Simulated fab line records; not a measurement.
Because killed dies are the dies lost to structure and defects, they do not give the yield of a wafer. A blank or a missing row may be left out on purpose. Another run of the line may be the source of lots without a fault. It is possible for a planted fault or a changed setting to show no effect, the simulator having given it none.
Which tool was responsible?    flow rit_cmos    14 lots with 40 wafers sampled at 3 steps, on a route of 202 steps

== WHAT THE GAUGES READ, wafer by wafer ==
RIT_GATE_THK_MEAS_07.
lot   measured     on             GATE_OXIDE_THK (nm)
L269  day 2 14:12  film_metro-04  3.03 2.94 3.00
L270  day 2 18:39  film_metro-02  3.01 2.99 2.94
L271  day 3 01:29  film_metro-03  2.99 3.01 3.11
L277  day 4 05:56  film_metro-02  3.05 3.11 3.12
L279  day 4 15:33  film_metro-03  2.94 3.02 2.98
L280  day 4 20:34  film_metro-02  2.94
L281  day 4 23:07  film_metro-03  2.96 3.08 3.03
L285  day 6 04:23  film_metro-04  2.99 3.07 3.02
L286  day 6 04:24  film_metro-03  3.00 2.97 2.95
L288  day 6 21:32  film_metro-04  2.90 3.03 2.96
L289  day 6 22:10  film_metro-04  3.07 3.01 3.00
L290  day 6 23:46  film_metro-04  3.00 2.99 2.96
L291  day 7 06:03  film_metro-03  3.05 3.01 3.05
L292  day 7 12:24  film_metro-04  2.94 2.96 2.93

RIT_SDANNEAL_RS_MEAS_07: measures by four-point-probe.
lot   measured     on             NLDD_RS (ohm/sq)
L269  day 3 07:14  film_metro-04  151.5 151.7 151.7
L270  day 3 11:19  film_metro-02  152.8 152.8 152.6
L271  day 3 18:38  film_metro-02  151.9 151.6 151.8
L277  day 4 22:53  film_metro-02  152.9 152.6 152.4
L279  day 5 08:24  film_metro-04  151.6 151.3 152.0
L280  day 5 12:50  film_metro-02  151.5
L281  day 5 16:24  film_metro-01  150.5 151.1 150.2
L285  day 6 21:02  film_metro-01  151.8 152.1 152.4
L286  day 6 21:31  film_metro-02  152.1 151.9 152.3
L288  day 7 14:56  film_metro-02  150.8 151.7 151.8
L289  day 7 15:22  film_metro-04  151.4 151.3 151.2
L290  day 7 19:29  film_metro-04  151.5 151.8 151.6
L291  day 7 23:31  film_metro-01  152.0 152.0 151.9
L292  day 8 03:42  film_metro-01  151.3 151.1 151.5

RIT_CONTACT_CD_MEAS_08: the cd target is 1000 nm.
lot   measured     on         cd_nm (nm)
L269  day 3 08:57  cd_sem-01  997.2 997.2 1000.0
L270  day 3 13:04  cd_sem-01  1002.8 1004.0 1005.6
L271  day 3 20:21  cd_sem-02  999.3 998.7 998.9
L277  day 5 01:29  cd_sem-02  998.6 997.6 999.8
L279  day 5 10:21  cd_sem-02  996.6 998.9 998.1
L280  day 5 14:32  cd_sem-01  997.3
L281  day 5 18:14  cd_sem-01  1001.8 1002.4 1001.6
L285  day 6 22:55  cd_sem-01  1003.1 1001.8 1001.5
L286  day 6 23:20  cd_sem-01  1002.0 1001.4 1000.1
L288  day 7 16:49  cd_sem-02  1000.1 1000.6 999.2
L289  day 7 17:05  cd_sem-02  1004.5 1002.6 1003.2
L290  day 7 21:26  cd_sem-02  1001.4 998.8 999.3
L291  day 8 01:26  cd_sem-01  996.1 997.5 996.5
L292  day 8 05:32  cd_sem-02  999.8 998.8 1002.0

== WHAT TOOL EACH LOT RAN ON (gives the tool, then ch and the chambers of the sampled wafers, and finally the start) ==
There is no process step in the record ahead of these readings.

== AS READ BY THE TOOLS THEMSELVES (means over the sampled wafers that have a number; for cases with no such wafer, the mark the record gives instead) ==
The record holds no such reading with a usual standard deviation.

== THE ANSWER, worked out from the rows above alone ==
Rule: what is usual is taken from the lots themselves. The widest of any qualifying gaps counts: lots, ordered by their means at a reading, are off when they make up no more than a third of the lots, leave a main group of 4 or more, and stand apart from it by 3 or more times the standard deviation of that group's means. A main group is skipped when, at the precision printed for the reading in the tables above, its means are all equal. A lot without any number at a reading at which 4 lots or more have one is off too. The other lots that the step has rows for count as sound. Order of review: gauges by route order, followed by the tools' own readings, for which a lot's mean as printed above is used. At the first step where some lot is off, the reading lying furthest off is the one used; lots without a number count as furthest.
Across all readings shown, no lot is off: no conclusion can be drawn from this.

== WHAT WAS PUT IN BY THE SIMULATOR ==
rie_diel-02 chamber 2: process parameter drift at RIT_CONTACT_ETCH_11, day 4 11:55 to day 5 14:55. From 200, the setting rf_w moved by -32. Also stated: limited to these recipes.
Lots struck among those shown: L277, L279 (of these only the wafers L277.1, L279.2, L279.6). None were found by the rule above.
